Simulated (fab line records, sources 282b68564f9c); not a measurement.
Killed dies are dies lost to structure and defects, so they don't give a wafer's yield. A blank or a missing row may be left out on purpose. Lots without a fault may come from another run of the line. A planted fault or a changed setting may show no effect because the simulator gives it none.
fab line records | flow rit_cmos
record lots=15 wafers=45 last_day=7
route steps=202 shown NWELL@37 PWELL@49 NRETRO@63 PRETRO@74
lots that met no fault: from a run of the same line without faults
start_h: hours from the record's first day to the start of the lot's first wafer shown | wait_h: hours since the lot's step before | " the same as in the row above | L1.1+2: a row that stands for several wafers | - no value, or no start given | * or withheld: withheld | < > ~ a bound
route shown NAME@n: a module of which the file shows steps, and the number in the route of the first | usual: mean/standard deviation of fault-free wafers | same: alike in all rows | chamber/n: place in a boat | sites: the reading at each site | _std_site: their standard deviation | _edge_site: outer sites' mean less inner sites' | radius_mm: how far each site lies from the wafer's centre | mask NAME#n: copy n | behind: the tool/chamber that last shaped the wafer | hold: why the lot was held/for how many hours/how that ended | device: the transistor (n, p or np) that didn't switch | end of line: the same wafers' tests at the end of the route | a step without rows: its recipe alone | killed: dies lost to structure and defects at the first sort, not the wafer's yield | map: a wafer's dies, x killed, . not, _ none there
set.NAME: the setting as run; set.NAME@STEP: as run at that earlier step | model.NAME: the simulator's own value behind a step, which no gauge read
steps of the route over a sample of lots; a table a step, a row a wafer
services: from which hour (start_h, from the record's first day; less than 0 if before it) a tool's chamber was out of use, for how many hours, and why
## steps
# step RIT_NWELL_STRIP_09
# recipe chemistry=O2 time_s=180 resist=NOVOLAK platen_temp_c=withheld power_w=500 pressure_mtorr=4000 o2_flow_sccm=4000
# usual chamber_pressure_mTorr=4000/3.7 drypump_motor_current_A=5.73/0.29 rf_refl_power_W=6.8/1
# columns lot.wafer tool chamber start_h wait_h chamber_pressure_mTorr drypump_motor_current_A rf_hours_counter_h rf_refl_power_W
L773.2 plasma_asher-01 0 23.01 0.1 3995 6.23 38 6.4
L773.5 " 0 " " 4000 6.20 - 6.4
L773.6 " 1 " " 3998 5.54 - 6.5
L774.3 plasma_asher-01 1 27.84 0.1 4000 5.55 - 6.3
L774.4 " 0 " " 4001 6.22 - 6.4
L774.6 " 0 " " 4001 6.24 - 6.3
L775.1 plasma_asher-04 1 34.47 0.1 4000 5.57 38 6.8
L775.3 " 0 " " 3995 5.40 - 8.4
L775.6 " 0 " " 3995 5.45 - 8.2
L776.3 plasma_asher-01 1 36.81 0.1 3996 5.54 - 7.0
L776.4 " 0 " " 3995 6.27 - 6.3
L776.5 " 1 " " 3999 5.54 - 7.0
L777.3 plasma_asher-01 0 42.40 0.1 4002 6.20 - 6.3
L777.4 " 1 " " 4000 5.54 - 6.2
L777.5 " 1 " " 4006 5.53 - 6.1
L782.1 plasma_asher-03 1 66.93 0.1 - - - -
L782.5 " 1 " " - - - -
L782.6 " 0 " " - - - -
L783.3 plasma_asher-03 1 73.24 0.1 - - - -
L783.5 " 1 " " - - - -
L783.6 " 0 " " - - - -
L784.3 plasma_asher-01 0 79.24 0.1 - - - -
L784.4 " 1 " " - - - -
L784.5 " 0 " " - - - -
L789.2 plasma_asher-03 1 101.38 0.1 4002 5.81 31 7.1
L789.4 " 1 " " 4000 5.79 - 7.1
L789.6 " 1 " " 4000 5.79 - 7.2
L790.3 plasma_asher-01 1 108.87 0.1 3992 5.50 - 6.3
L790.4 " 0 " " 4006 6.23 - 6.3
L790.5 " 1 " " 3998 5.53 - 6.3
L791.2 plasma_asher-01 1 114.29 0.1 3998 5.54 48 6.2
L791.3 " 0 " " 4001 6.22 - 6.2
L791.6 " 0 " " 4002 6.22 - 6.4
L792.1 plasma_asher-04 1 118.81 0.1 3996 5.56 0 6.9
L792.4 " 1 " " 4001 5.58 - 6.9
L792.5 " 0 " " 3996 5.44 - 8.4
L793.3 plasma_asher-04 0 121.81 0.1 3999 5.46 - 8.7
L793.5 " 1 " " 3998 5.57 - 7.0
L793.6 " 0 " " 3996 5.41 - 8.4
L794.1 plasma_asher-04 0 128.20 0.1 3999 5.43 1 8.6
L794.3 " 1 " " 4007 5.56 - 6.9
L794.4 " 0 " " 3997 5.50 - 8.6
L795.1 plasma_asher-03 1 132.38 0.1 4000 5.79 35 7.0
L795.2 " 0 " " 4004 6.08 35 4.9
L795.6 " 0 " " 4008 6.06 - 5.0
# step RIT_PWELL_TW_MEAS_10
# usual PWELL_TW=952/8.9
# columns lot.wafer tool chamber start_h wait_h PWELL_TW
L773.2 film_metro-04 - 24.75 0.1 952
L773.5 " - " " 957
L773.6 " - " " 952
L774.3 film_metro-04 - 29.65 0.1 954
L774.4 " - " " 955
L774.6 " - " " 961
L775.1 film_metro-02 - 36.24 0.1 940
L775.3 " - " " 941
L775.6 " - " " 939
L776.3 film_metro-02 - 38.50 0.1 938
L776.4 " - " " 946
L776.5 " - " " 941
L777.3 film_metro-04 - 44.21 0.1 959
L777.4 " - " " 959
L777.5 " - " " 957
L782.1 film_metro-02 - 68.78 0.1 30
L782.5 " - " " 30
L782.6 " - " " 30
L783.3 film_metro-04 - 75.05 0.1 30
L783.5 " - " " 30
L783.6 " - " " 30
L784.3 film_metro-03 - 81.05 0.1 30
L784.4 " - " " 30
L784.5 " - " " 30
L789.2 film_metro-02 - 103.12 0.1 947
L789.4 " - " " 948
L789.6 " - " " 946
L790.3 film_metro-04 - 110.62 0.1 958
L790.4 " - " " 963
L790.5 " - " " 957
L791.2 film_metro-03 - 116.15 0.1 948
L791.3 " - " " 945
L791.6 " - " " 948
L792.1 film_metro-04 - 120.66 0.1 955
L792.4 " - " " 960
L792.5 " - " " 957
L793.3 film_metro-02 - 123.63 0.1 954
L793.5 " - " " 948
L793.6 " - " " 956
L794.1 film_metro-03 - 130.31 0.1 957
L794.3 " - " " 955
L794.4 " - " " 956
L795.1 film_metro-02 - 134.23 0.1 960
L795.2 " - " " 959
L795.6 " - " " 963
# step RIT_NRETRO_TW_MEAS_10
# usual NRETRO_TW=1040/10
# columns lot.wafer tool chamber start_h wait_h NRETRO_TW
L773.2 film_metro-01 - 31.62 0.1 1032
L773.5 " - " " 1034
L773.6 " - " " 1029
L774.3 film_metro-01 - 37.79 0.1 1039
L774.4 " - " " 1034
L774.6 " - " " 1039
L775.1 film_metro-01 - 43.24 0.1 1043
L775.3 " - " " 1033
L775.6 " - " " 1034
L776.3 film_metro-03 - 45.41 0.1 1059
L776.4 " - " " 1055
L776.5 " - " " 1044
L777.3 film_metro-01 - 51.09 0.1 1025
L777.4 " - " " 1024
L777.5 " - " " 1030
L782.1 film_metro-02 - 75.82 0.1 30
L782.5 " - " " 30
L782.6 " - " " 30
L783.3 film_metro-02 - 83.57 0.1 30
L783.5 " - " " 30
L783.6 " - " " 30
L784.3 film_metro-01 - 88.78 0.1 30
L784.4 " - " " 29
L784.5 " - " " 29
L789.2 film_metro-02 - 111.82 0.1 1047
L789.4 " - " " 1047
L789.6 " - " " 1041
L790.3 film_metro-03 - 117.50 0.1 1052
L790.4 " - " " 1047
L790.5 " - " " 1052
L791.2 film_metro-02 - 124.69 0.1 1051
L791.3 " - " " 1059
L791.6 " - " " 1055
L792.1 film_metro-02 - 128.99 0.1 1052
L792.4 " - " " 1058
L792.5 " - " " 1057
L793.3 film_metro-01 - 130.50 0.1 1031
L793.5 " - " " 1017
L793.6 " - " " 1028
L794.1 film_metro-01 - 137.35 0.1 1021
L794.3 " - " " 1025
L794.4 " - " " 1022
L795.1 film_metro-02 - 142.40 0.1 1062
L795.2 " - " " 1058
L795.6 " - " " 1055
# step RIT_PRETRO_TW_MEAS_10
# usual PRETRO_TW=474/6
# columns lot.wafer tool chamber start_h wait_h PRETRO_TW
L773.2 film_metro-02 - 33.30 0.1 469
L773.5 " - " " 468
L773.6 " - " " 470
L774.3 film_metro-04 - 39.65 0.1 477
L774.4 " - " " 480
L774.6 " - " " 477
L775.1 film_metro-02 - 44.79 0.1 469
L775.3 " - " " 471
L775.6 " - " " 468
L776.3 film_metro-04 - 47.09 0.1 476
L776.4 " - " " 481
L776.5 " - " " 478
L777.3 film_metro-01 - 52.76 0.1 464
L777.4 " - " " 462
L777.5 " - " " 464
L782.1 film_metro-04 - 77.50 0.1 30
L782.5 " - " " 30
L782.6 " - " " 30
L783.3 film_metro-01 - 85.24 0.1 29
L783.5 " - " " 30
L783.6 " - " " 30
L784.3 film_metro-02 - 90.33 0.1 30
L784.4 " - " " 30
L784.5 " - " " 29
L789.2 film_metro-02 - 113.50 0.1 473
L789.4 " - " " 471
L789.6 " - " " 469
L790.3 film_metro-04 - 119.17 0.1 483
L790.4 " - " " 480
L790.5 " - " " 480
L791.2 film_metro-01 - 126.37 0.1 465
L791.3 " - " " 463
L791.6 " - " " 464
L792.1 film_metro-04 - 130.81 0.1 477
L792.4 " - " " 481
L792.5 " - " " 480
L793.3 film_metro-04 - 132.36 0.1 478
L793.5 " - " " 480
L793.6 " - " " 479
L794.1 film_metro-02 - 138.90 0.1 476
L794.3 " - " " 479
L794.4 " - " " 478
L795.1 film_metro-04 - 144.16 0.1 479
L795.2 " - " " 479
L795.6 " - " " 481
## services
# columns tool chamber start_h hours kind
plasma_asher-03 - 24.30 2.2 repair
plasma_asher-03 - 80.05 2.8 pm
plasma_asher-01 - 86.60 2.0 repair
plasma_asher-04 - 108.75 9.0 pm
plasma_asher-04 0 108.75 9.0 vent_cycle
plasma_asher-04 1 108.75 9.0 vent_cycle
plasma_asher-04 0 117.75 - clean
plasma_asher-04 1 117.75 - clean
## key
first_sign step=RIT_NWELL_STRIP_09 reading=tool_record direction=missing
effect step=RIT_PWELL_TW_MEAS_10 reading=PWELL_TW direction=down sigmas=99+ usual=952 struck=30
effect step=RIT_NRETRO_TW_MEAS_10 reading=NRETRO_TW direction=down sigmas=97 usual=1040 struck=30
effect step=RIT_PRETRO_TW_MEAS_10 reading=PRETRO_TW direction=down sigmas=75 usual=474 struck=30
met_at RIT_NWELL_STRIP_09
struck_lots L782,L783,L784
sort_left_out L782.1,L782.5,L782.6,L783.3,L783.5,L783.6,L784.3,L784.4,L784.5
tester_left_out L782,L783,L784
onset_between 42.40 66.93
fault kind=skipped_step_whole tool=plasma_asher-01,plasma_asher-03 chamber=- onset_h=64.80 steps=RIT_NWELL_STRIP_09 scope=struck_lots_only
# tester_left_out: of these lots the tester's yield and bins aren't shown, on N5 and GAA mostly nor the transistor test; their killed dies are dies lost to structure and defects alone, not to doping, threshold or leakage, so they don't give the yield
# sort_left_out: the simulated sort isn't trusted on such a fault, so these wafers' sort isn't shown, and their yield isn't known
